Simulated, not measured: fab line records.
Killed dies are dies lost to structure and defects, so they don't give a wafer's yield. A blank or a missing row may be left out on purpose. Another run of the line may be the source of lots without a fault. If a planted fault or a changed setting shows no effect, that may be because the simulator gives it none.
Commonality check across tools -- flow berkeley-cmos170 -- 14 lots and 42 wafers in the sample

## REASON FOR OPENING
2 of 14 lots carry a flag on the reading M1_AL_RS at UCB170_M1_RS_MEAS_01. Fault-free wafers read 0.0482 ohm/sq, with a standard deviation of 0.00057.
Rule: a lot gets a flag if all its wafers with a number sit over 4 standard deviations from that mean, or if no wafer of it has a number. The rest of the lots are taken to be sound.

lot,measured,on,"M1_AL_RS (ohm/sq), wafer by wafer",flag
L130,day 7 00:27,film-metro-01,0.0483 0.0476 0.0475,
L129,day 7 02:23,film-metro-01,0.0488 0.0484 0.0481,
L131,day 7 12:19,film-metro-04,0.0485 0.0489 0.0487,
L134,day 7 17:49,film-metro-04,0.0488 0.0478 0.0483,
L137,day 9 06:19,film-metro-04,0.0447 0.0441 0.0447,FLAGGED
L144,day 10 11:08,film-metro-03,0.0494 0.0487 0.0491,
L142,day 10 11:22,film-metro-03,0.0489 0.0484 0.0486,
L141,day 10 12:25,film-metro-01,0.0451 0.0449 0.0448,FLAGGED
L149,day 11 12:32,film-metro-01,0.0482 0.0477 0.0484,
L146,day 11 12:56,film-metro-01,0.0475 0.0481 0.0481,
L148,day 11 14:02,film-metro-03,0.0482 0.0481 0.0479,
L150,day 11 23:22,film-metro-04,0.0479 0.0476 0.0480,
L151,day 11 23:35,film-metro-03,0.0480 0.0480 0.0483,
L152,day 12 09:59,film-metro-04,0.0482 0.0478 0.0478,
The numbers of the flagged lots are 0.0447 ohm/sq on average: -0.0035 ohm/sq against the usual, or -6 standard deviations.

## LOT BY LOT: THE TOOL USED
The record holds 2 process steps before the reading, out of a route of 331 steps. Read each cell as the tool, then ch plus the chambers that the sampled wafers visited, then the start.
lot,flag,UCB170_SDANNEAL_RTA_00,UCB170_M1_SPUTTER_00
L130,,"rtp-anneal-01 ch 0, day 6 18:38","pvd-sputter-01, day 7 00:22"
L129,,"rtp-anneal-02 ch 0, day 6 18:52","pvd-sputter-03, day 7 02:20"
L131,,"rtp-anneal-01 ch 0, day 7 06:31","pvd-sputter-04, day 7 12:16"
L134,,"rtp-anneal-01 ch 0, day 7 10:28","pvd-sputter-03, day 7 17:43"
L137,FLAGGED,"rtp-anneal-02 ch 0, day 8 21:44","pvd-sputter-03, day 9 06:14"
L144,,"rtp-anneal-01 ch 0, day 10 05:04","pvd-sputter-04, day 10 11:02"
L142,,"rtp-anneal-02 ch 0, day 10 05:14","pvd-sputter-01, day 10 11:17"
L141,FLAGGED,"rtp-anneal-01 ch 0, day 10 05:23","pvd-sputter-03, day 10 12:21"
L149,,"rtp-anneal-01 ch 0, day 11 06:13","pvd-sputter-04, day 11 12:29"
L146,,"rtp-anneal-01 ch 0, day 11 05:50","pvd-sputter-01, day 11 12:50"
L148,,"rtp-anneal-02 ch 0, day 11 06:16","pvd-sputter-04, day 11 13:58"
L150,,"rtp-anneal-02 ch 0, day 11 16:57","pvd-sputter-01, day 11 23:16"
L151,,"rtp-anneal-01 ch 0, day 11 16:57","pvd-sputter-04, day 11 23:30"
L152,,"rtp-anneal-01 ch 0, day 12 04:14","pvd-sputter-01, day 12 09:53"
What these steps do:
- UCB170_SDANNEAL_RTA_00: time 10 s.
- UCB170_M1_SPUTTER_00: material Al, target thk 600 nm, time 80 s.
- UCB170_M1_RS_MEAS_01: measures by four-point-probe.

## FLAGGED AGAINST TOTAL, ONE TOOL AT A TIME (gauges that did the reading follow at the end)
step,tool,lots run,flagged,share of the flagged lots,sound lots run after its first flagged lot
UCB170_SDANNEAL_RTA_00,rtp-anneal-01,9,1,some,"4 (L146,L149,L151,L152)"
UCB170_SDANNEAL_RTA_00,rtp-anneal-02,5,1,some,"3 (L142,L148,L150)"
UCB170_M1_SPUTTER_00,pvd-sputter-01,5,0,none,-
UCB170_M1_SPUTTER_00,pvd-sputter-03,4,2,all,0
UCB170_M1_SPUTTER_00,pvd-sputter-04,5,0,none,-
UCB170_M1_RS_MEAS_01,film-metro-01,5,1,some,"2 (L149,L146)"
UCB170_M1_RS_MEAS_01,film-metro-03,4,0,none,-
UCB170_M1_RS_MEAS_01,film-metro-04,5,1,some,"2 (L150,L152)"

## WHAT IS ALLOWED BY THE TABLE
In the table, 1 row covers all flagged lots: pvd-sputter-03 at UCB170_M1_SPUTTER_00.
- pvd-sputter-03 at UCB170_M1_SPUTTER_00 ran 4 lots, 2 of them flagged. Last sound lot L134 at day 7 17:43, first flagged lot L137 at day 9 06:14; a fault beginning in between fits. Its own readings lie more than 4 standard deviations out on every wafer of the flagged lots: cathode-dc-power-W.
pvd-sputter-03 at UCB170_M1_SPUTTER_00 is the single tool remaining.

## WHAT THE SIMULATOR HAD PUT IN
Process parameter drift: pvd-sputter-03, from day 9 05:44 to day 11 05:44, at UCB170_M1_SPUTTER_00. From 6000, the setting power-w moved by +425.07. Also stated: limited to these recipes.
Lots struck among those shown: L137, L141. The rule above reached the same finding.
